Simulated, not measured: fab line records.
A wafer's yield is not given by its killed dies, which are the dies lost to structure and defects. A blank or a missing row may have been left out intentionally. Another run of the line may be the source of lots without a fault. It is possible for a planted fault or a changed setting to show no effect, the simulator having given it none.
Which tool is to blame? | flow berkeley cmos170 | Sampling: 7 lots, 21 wafers, 3 of 331 route steps

WHAT THE GAUGES READ, wafer by wafer
UCB170_WELLDRIVE_THK_MEAS_02.
lot  | measured    | on            | WELLDRIVE_OXIDE_THK (nm)
L767 | day 4 10:25 | film metro-04 | 200 197 200
L770 | day 4 22:11 | film metro-03 | 196 192 197
L776 | day 6 08:16 | film metro-03 | 227 228 227
L778 | day 6 08:13 | film metro-01 | 219 223 219
L781 | day 7 02:22 | film metro-04 | 195 193 194
L786 | day 8 00:14 | film metro-03 | 196 199 199
L788 | day 8 17:47 | film metro-03 | 193 197 196

WHICH TOOL RAN EACH LOT (tool, then ch and the chambers of the sampled wafers, then the start)
lot  | UCB170_ZERO_ETCH_06               | UCB170_WELLDRIVE_OXIDATION_01
L767 | rie diel-03 ch 1,2, day 2 05:43   | furnace-01 ch 0, day 4 06:55
L770 | rie diel-01 ch 1,2, day 2 19:08   | furnace-04 ch 0, day 4 18:41
L776 | rie diel-03 ch 1,2, day 4 06:52   | furnace-01 ch 0, day 6 04:43
L778 | rie diel-03 ch 0,2,3, day 4 12:00 | furnace-01 ch 0, day 6 04:43
L781 | rie diel-01 ch 0,2,3, day 5 01:39 | furnace-02 ch 0, day 6 22:52
L786 | rie diel-03 ch 1,2,3, day 6 04:53 | furnace-04 ch 0, day 7 20:44
L788 | rie diel-01 ch 1,2,3, day 6 12:11 | furnace-04 ch 0, day 8 14:16
- UCB170_ZERO_ETCH_06: etches SiO2 in CHF3/CF4/Ar, time 12 s.
- UCB170_WELLDRIVE_OXIDATION_01: target thk 199 nm, ox time 9000 s.

THE ANSWER, worked out from the rows above alone
Rule: the lots themselves supply what counts as usual. Put in order of their means at a reading, lots are off if they are a third of the lots or fewer, leave a main group of 4 or more, and stand apart from it by a gap of 3 or more times the standard deviation of the main group's means; of several such gaps the widest counts. A main group is skipped when, at the precision printed for the reading in the tables above, its means are all equal. A lot without any number at a reading at which 4 lots or more have one is off too. Any other lot the step has rows for is counted as sound.
Off: at UCB170_WELLDRIVE_THK_MEAS_02 (WELLDRIVE_OXIDE_THK), L776, L778. The main group: mean 196 nm, standard deviation 1.9.
A tool fits if, at a process step before that reading, it ran every lot that is off, and no sound lot after the first of them. Those tools and the gauges at UCB170_WELLDRIVE_THK_MEAS_02 are tried in the same way. One fits: furnace-01 at UCB170_WELLDRIVE_OXIDATION_01. Its last sound lot is L767 (day 4 06:55), its first lot that is off L776 (day 6 04:43): a fault that began between those two fits.

WHAT THE SIMULATOR HAD INSERTED
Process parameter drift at UCB170_WELLDRIVE_OXIDATION_01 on furnace-01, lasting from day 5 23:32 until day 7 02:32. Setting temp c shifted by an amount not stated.
Struck lots among those shown: L778, L776. Same finding as the rule above.
